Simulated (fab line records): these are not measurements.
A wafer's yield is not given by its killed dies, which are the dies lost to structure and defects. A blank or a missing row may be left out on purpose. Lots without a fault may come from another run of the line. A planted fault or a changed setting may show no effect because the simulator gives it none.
8D (eight disciplines) problem report, filled in by code + flow berkeleyCmos170 + the parts of the form that need people (team, actions taken, sign-off) are left out

## 1. THE PROBLEM
At UCB170_BACKSIDE_COAT_01, spinSpeedRpm averages 1230.8 rpm over 6 wafers from 2 lots, while fault-free wafers read 1500.0 rpm, standard deviation 0.95. So: -99 or more standard deviations from the usual mean.
The step: resist thk 900 nm.
The first sign was on wafer L487.2 at day 9 00:49, on lithoTrack-03. At this step, 42 wafers from 14 lots have a number in the record. By rule, "out" or "out of limits" means more than 4 standard deviations away from the usual mean. Any other wafer with a number is counted as sound.

## 2. WHAT IT IS, AND WHAT IT ISN'T
| question                    | is                     | is not                                                                                             |
|-----------------------------|------------------------|----------------------------------------------------------------------------------------------------|
| which readings at this step | spinSpeedRpm           | -                                                                                                  |
| which lots                  | L487, L491             | L477, L478, L480, L482, L483, L485, L492, L493, L494, L495, L497, L500                             |
| which wafers of those lots  | all that have a number | -                                                                                                  |
| read on which tools         | lithoTrack-03          | lithoTrack-02, lithoTrack-04                                                                       |
| when                        | from day 9 00:49       | up to then (18 sound wafers); but 18 sound wafers of L492, L493, L494, L495, L497, L500 came after |

## 3. SUSPECTS, AND WHAT RULES EACH OUT
Counting: a tool stays on the suspect list if, at a process step up to the reading, it processed all lots that are out and no sound lot following the first of them.
- lithoTrack-03 at UCB170_BACKSIDE_COAT_01 (resist thk 900 nm): kept. All lots that are out passed through it, beginning with L487 at day 9 00:49, and no sound lot followed; its final sound lot before that point was L483 at day 7 23:46. On those wafers its own readings are out: spinSpeedRpm.
Left after counting: lithoTrack-03 at UCB170_BACKSIDE_COAT_01.

## 4. THE CAUSE (what the simulator had put in)
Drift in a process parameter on lithoTrack-03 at UCB170_BACKSIDE_COAT_01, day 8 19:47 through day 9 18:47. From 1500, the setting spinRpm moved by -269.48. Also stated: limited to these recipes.
Counting left only this tool.

## 5. THE CHAIN OF EFFECTS, in route order
Each row: a reading where the mean over the struck wafers with a number is more than 3 standard deviations away from the usual. Only readings whose record carries a usual standard deviation are examined. hours: median over the lots of the time between each lot's start at the first step of this table that gives one and its start at this step. sigmas: the change, counted in usual standard deviations.
| hours | step                     | reading              | usual      | on struck wafers | change | sigmas      |
|-------|--------------------------|----------------------|------------|------------------|--------|-------------|
| 0     | UCB170_BACKSIDE_COAT_01  | spinSpeedRpm         | 1500.0 rpm | 1230.8           | -269.2 | -99 or more |
| 0     | UCB170_BACKSIDE_STRIP_03 | stripTimeToEndpointS | 21.97 s    | 24.19            | +2.22  | +38         |
Its process steps:
- UCB170_BACKSIDE_COAT_01: resist thk 900 nm.
- UCB170_BACKSIDE_STRIP_03: strips in O2.

## 6. WHAT WOULD HAVE CAUGHT IT SOONER
5 hours passed between the start of the fault at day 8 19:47 and the first reading out of limits in this record, taken at day 9 00:49.
